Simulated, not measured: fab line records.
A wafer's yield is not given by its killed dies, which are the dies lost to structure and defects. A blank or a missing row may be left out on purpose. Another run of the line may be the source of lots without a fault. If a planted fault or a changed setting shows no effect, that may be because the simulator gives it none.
Which of the tools did it? + flow berkeley-cmos170 + 7 lots, 21 wafers sampled, at 3 steps of a route of 331

## WHAT THE GAUGES READ, wafer by wafer
UCB170_M2_THK_MEAS_03: measures by xrf.
| lot  | measured     | on            | M2_AL_THK (nm) |
|------|--------------|---------------|----------------|
| L887 | day 9 06:23  | film-metro-01 | 923 895 917    |
| L888 | day 10 04:42 | film-metro-02 | 871 878 892    |
| L889 | day 10 03:41 | film-metro-04 | 907 902 891    |
| L891 | day 10 03:26 | film-metro-01 | 891 907 898    |
| L897 | day 10 22:58 | film-metro-04 | 890 906 888    |
| L902 | day 12 08:18 | film-metro-02 | 894 879 886    |
| L905 | day 12 19:31 | film-metro-01 | 904 895 904    |

## WHAT TOOL EACH LOT RAN ON (gives the tool, then ch and the chambers of the sampled wafers, and finally the start)
| lot  | UCB170_PWELL_STRIP_16               | UCB170_SILICIDE_PRE_CLEAN_00 |
|------|-------------------------------------|------------------------------|
| L887 | plasma-asher-02 ch 0,1, day 3 22:12 | pvd-sputter-01, day 8 16:23  |
| L888 | plasma-asher-04 ch 0, day 4 17:31   | pvd-sputter-04, day 9 14:14  |
| L889 | plasma-asher-03 ch 0,1, day 4 18:12 | pvd-sputter-04, day 9 13:27  |
| L891 | plasma-asher-02 ch 0,1, day 4 22:38 | pvd-sputter-01, day 9 13:17  |
| L897 | plasma-asher-04 ch 0,1, day 5 23:13 | pvd-sputter-01, day 10 10:10 |
| L902 | plasma-asher-03 ch 0,1, day 7 01:23 | pvd-sputter-04, day 11 16:34 |
| L905 | plasma-asher-03 ch 0,1, day 7 21:19 | pvd-sputter-04, day 12 05:25 |
- UCB170_PWELL_STRIP_16: strips in O2.
- UCB170_SILICIDE_PRE_CLEAN_00: preclean etch time 60 s.

## THE ANSWER, worked out from the rows above alone
Rule: what is usual is taken from the lots themselves. The widest of any qualifying gaps counts: lots, ordered by their means at a reading, are off when they make up no more than a third of the lots, leave a main group of 4 or more, and stand apart from it by 3 or more times the standard deviation of that group's means. A main group is skipped when, at the precision printed for the reading in the tables above, its means are all equal. A lot without any number at a reading at which 4 lots or more have one is off too. Where the step has rows for the other lots, those lots are counted as sound.
No lot is off on any of the readings shown, so nothing can be concluded from this.

## WHAT HAD BEEN PUT IN BY THE SIMULATOR
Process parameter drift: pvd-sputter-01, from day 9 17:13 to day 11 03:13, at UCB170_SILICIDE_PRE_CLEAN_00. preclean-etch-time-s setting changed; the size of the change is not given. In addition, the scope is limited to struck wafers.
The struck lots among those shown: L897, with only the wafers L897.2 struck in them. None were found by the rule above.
